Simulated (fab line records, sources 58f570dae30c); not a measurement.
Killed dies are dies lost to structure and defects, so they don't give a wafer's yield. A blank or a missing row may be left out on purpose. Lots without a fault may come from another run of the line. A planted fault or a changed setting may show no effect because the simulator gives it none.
A struck lot beside a sound one | flow berkeley_cmos170 | 14 steps out of a route of 331
Sound: wafers L247.1, L247.3, L247.6. Struck: wafers L250.1, L250.4, L250.5. The cause comes at the end.
At each step with rows: each side's tool, then ch and its chambers, then its first start. Under that, the readings that differ: sound wafers | struck wafers | difference of the means | sigmas: that difference in standard deviations of wafers without a fault.
alike: readings whose means differ by less than 2 such deviations, and words and numbers that are the same on both sides. not compared: withheld readings, readings that some wafer has no value for, bounds like >300 that may hide the same value, and numbers for which the record gives no deviation and whose values overlap.
The two part at a step that has a row with sigmas, a row that says differs or no value, or rows on one side only. Numbers that don't overlap but have no deviation are shown without sigmas and don't part them. A reading that every wafer of one side lacks parts them only if that side has two wafers or more.

first, 2 steps without rows for these wafers: UCB170_GATE_ANNEAL_03 (time 1800 s); UCB170_GATE_CVD_04 (deposits poly-Si from SiH4, time 1440 s, target thk 214 nm).
UCB170_GATE_THK_MEAS_05:
  sound on film_metro-03, day 8 06:47; struck on film_metro-01, day 9 06:37
  alike: GATE_POLY_THK
then, 6 steps without rows for these wafers: UCB170_GATE_COAT_06; UCB170_GATE_COAT_07 (resist thk 900 nm); UCB170_GATE_SOFTBAKE_08 (time 60 s); UCB170_GATE_EXPOSE_09 (exposes mask POLY, target cd 350 nm); UCB170_GATE_PEB_10; UCB170_GATE_DEVELOP_11 (develop time 45 s).
UCB170_GATE_CD_MEAS_12: target cd 350 nm.
  sound on cd_sem-01, day 8 07:57; struck on cd_sem-02, day 9 07:44
  alike: cd_nm
UCB170_GATE_OVL_MEAS_13:
  sound on overlay-01, day 8 08:04; struck on overlay-01, day 9 07:52
  alike: GATE_OVL
UCB170_GATE_ETCH_14: etches BARC in N2/H2.
  sound on rie_diel-03 ch 0,1,3, day 8 08:07; struck on rie_diel-02 ch 1,2, day 9 07:53
  alike: drypump_motor_current_A, n2_flow_sccm, oes_product_au, throttle_valve_pct
UCB170_GATE_ETCH_15: etches poly-Si in HBr/Cl2, stops on SiO2, time 56.3 s, target depth 278.2 nm.
  sound on rie_si-01 ch 0,1,2, day 8 08:09; struck on rie_si-01 ch 0,2,3, day 9 07:56
  reading                               | sound             | struck            | difference | sigmas
  oes_product_au (a.u.)                 | 0.811 0.803 0.812 | 0.969 0.988 0.998 | +0.176     | +10
  model.KrF_of_GATE_COAT_07.thk_nm (nm) | 775.7 777.3 776.2 | 816.9 818.6 814.3 | +40.2      |
  model.GATE.feature_depth_nm (nm)      | 215.9 213.4 212.9 | 175.2 175.8 181.2 | -36.7      |
  model.etch.depth_nm (nm)              | 215.9 213.4 212.9 | 175.2 175.8 181.2 | -36.7      |
  alike: drypump_motor_current_A, he_backside_leak_sccm, throttle_valve_pct
  not compared: rf_hours_counter_h
UCB170_GATE_STRIP_16: strips in O2.
  sound on plasma_asher-02 ch 0,1, day 8 08:12; struck on plasma_asher-04 ch 1, day 9 07:59
  alike: drypump_motor_current_A, oes_product_au
  not compared: rf_hours_counter_h

WHERE THEY PART
Only at UCB170_GATE_ETCH_15, within this record. Later steps at which nothing parts them and some readings are alike: UCB170_GATE_STRIP_16.

WHY: what the simulator had put in
Process parameter drift: rie_si-01, from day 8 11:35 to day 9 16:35, at UCB170_GATE_ETCH_15. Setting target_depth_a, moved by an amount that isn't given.
